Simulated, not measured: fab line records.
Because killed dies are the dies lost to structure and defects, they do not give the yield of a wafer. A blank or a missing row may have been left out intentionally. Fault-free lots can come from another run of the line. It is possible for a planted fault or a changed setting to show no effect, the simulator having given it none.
Commonality check across tools | flow ritCmos | 45 wafers sampled across 15 lots

## REASON IT WAS OPENED
RIT_ACTIVE_THK_MEAS_02, reading ACTIVE_OXIDE_THK: flagged on 3 of 15 lots. Wafers without a fault read 46.6 nm, standard deviation 0.8.
Rule: a lot gets a flag if all its wafers with a number sit over 4 standard deviations from that mean, or if no wafer of it has a number. The other lots count as sound.

lot  | measured    | on           | ACTIVE_OXIDE_THK (nm), wafer by wafer | flag
L143 | day 1 14:24 | filmMetro-02 | 45.5 46.5 46.0                        | 
L145 | day 1 22:40 | filmMetro-02 | 46.0 46.4 47.1                        | 
L146 | day 2 03:25 | filmMetro-03 | 45.7 46.4 46.7                        | 
L147 | day 2 09:23 | filmMetro-04 | 46.8 46.6 45.8                        | 
L148 | day 2 13:03 | filmMetro-04 | 47.9 47.7 47.3                        | 
L149 | day 2 18:03 | filmMetro-03 | 46.8 47.4 47.3                        | 
L151 | day 3 04:03 | filmMetro-04 | 47.9 48.1 47.6                        | 
L152 | day 3 09:56 | filmMetro-04 | 41.3 41.2 41.1                        | FLAGGED
L154 | day 3 21:47 | filmMetro-03 | 40.7 40.4 41.4                        | FLAGGED
L157 | day 4 11:04 | filmMetro-03 | 41.9 41.4 41.2                        | FLAGGED
L159 | day 4 20:53 | filmMetro-03 | 45.8 46.5 46.3                        | 
L161 | day 5 06:17 | filmMetro-03 | 44.7 44.7 45.4                        | 
L164 | day 5 21:39 | filmMetro-02 | 45.6 46.3 46.2                        | 
L165 | day 6 02:04 | filmMetro-02 | 47.6 47.3 47.0                        | 
L166 | day 6 08:44 | filmMetro-03 | 46.9 45.5 45.8                        | 
Average over the flagged lots: 41.2 nm; offset from the usual -5.4 nm, equal to -7 standard deviations.

## LOT BY LOT: THE TOOL USED
The record keeps 1 process step preceding the reading, out of 202 steps on the route. Every cell lists first the tool, next ch and the chambers used by the sampled wafers, and last the start.
lot  | flag    | RIT_ACTIVE_OXIDATION_01
L143 |         | furnace-03 ch 0, day 1 12:28
L145 |         | furnace-01 ch 0, day 1 20:44
L146 |         | furnace-03 ch 0, day 2 01:26
L147 |         | furnace-01 ch 0, day 2 07:27
L148 |         | furnace-01 ch 0, day 2 11:07
L149 |         | furnace-01 ch 0, day 2 16:07
L151 |         | furnace-01 ch 0, day 3 02:07
L152 | FLAGGED | furnace-01 ch 0, day 3 08:01
L154 | FLAGGED | furnace-01 ch 0, day 3 19:49
L157 | FLAGGED | furnace-01 ch 0, day 4 09:08
L159 |         | furnace-04 ch 0, day 4 18:56
L161 |         | furnace-04 ch 0, day 5 04:21
L164 |         | furnace-03 ch 0, day 5 19:43
L165 |         | furnace-04 ch 0, day 6 00:07
L166 |         | furnace-03 ch 0, day 6 06:48
What the steps here do:
- RIT_ACTIVE_OXIDATION_01: target thk 46.8 nm, ox time 3360 s.
- RIT_ACTIVE_THK_MEAS_02

## FLAGGED AGAINST TOTAL, ONE TOOL AT A TIME (gauges that did the reading follow at the end)
step                    | tool         | lots run | flagged | share of the flagged lots | sound lots run after its first flagged lot
RIT_ACTIVE_OXIDATION_01 | furnace-01   | 8        | 3       | all                       | 0
RIT_ACTIVE_OXIDATION_01 | furnace-03   | 4        | 0       | none                      | -
RIT_ACTIVE_OXIDATION_01 | furnace-04   | 3        | 0       | none                      | -
RIT_ACTIVE_THK_MEAS_02  | filmMetro-02 | 4        | 0       | none                      | -
RIT_ACTIVE_THK_MEAS_02  | filmMetro-03 | 7        | 2       | some                      | 3 (L159,L161,L166)
RIT_ACTIVE_THK_MEAS_02  | filmMetro-04 | 4        | 1       | some                      | 0

## THE TABLE: WHAT IT ALLOWS
In the table, 1 row covers all flagged lots: furnace-01 at RIT_ACTIVE_OXIDATION_01.
- furnace-01 at RIT_ACTIVE_OXIDATION_01: 3 of its 8 lots flagged. Its last sound lot is L151 (day 3 02:07), its first flagged lot L152 (day 3 08:01): a fault that began between those two fits. Its own readings (spikeTcCentreC, spikeTcLoadC, tubeCenterTempC, tube_center_temp_C_max) fall more than 4 standard deviations out on all wafers of the flagged lots.
Left over: one tool, furnace-01 at RIT_ACTIVE_OXIDATION_01.

## WHAT THE SIMULATOR HAD PUT IN
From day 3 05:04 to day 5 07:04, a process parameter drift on furnace-01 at RIT_ACTIVE_OXIDATION_01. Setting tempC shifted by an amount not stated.
Struck lots among those shown: L152, L154, L157. The same result came from the rule above.
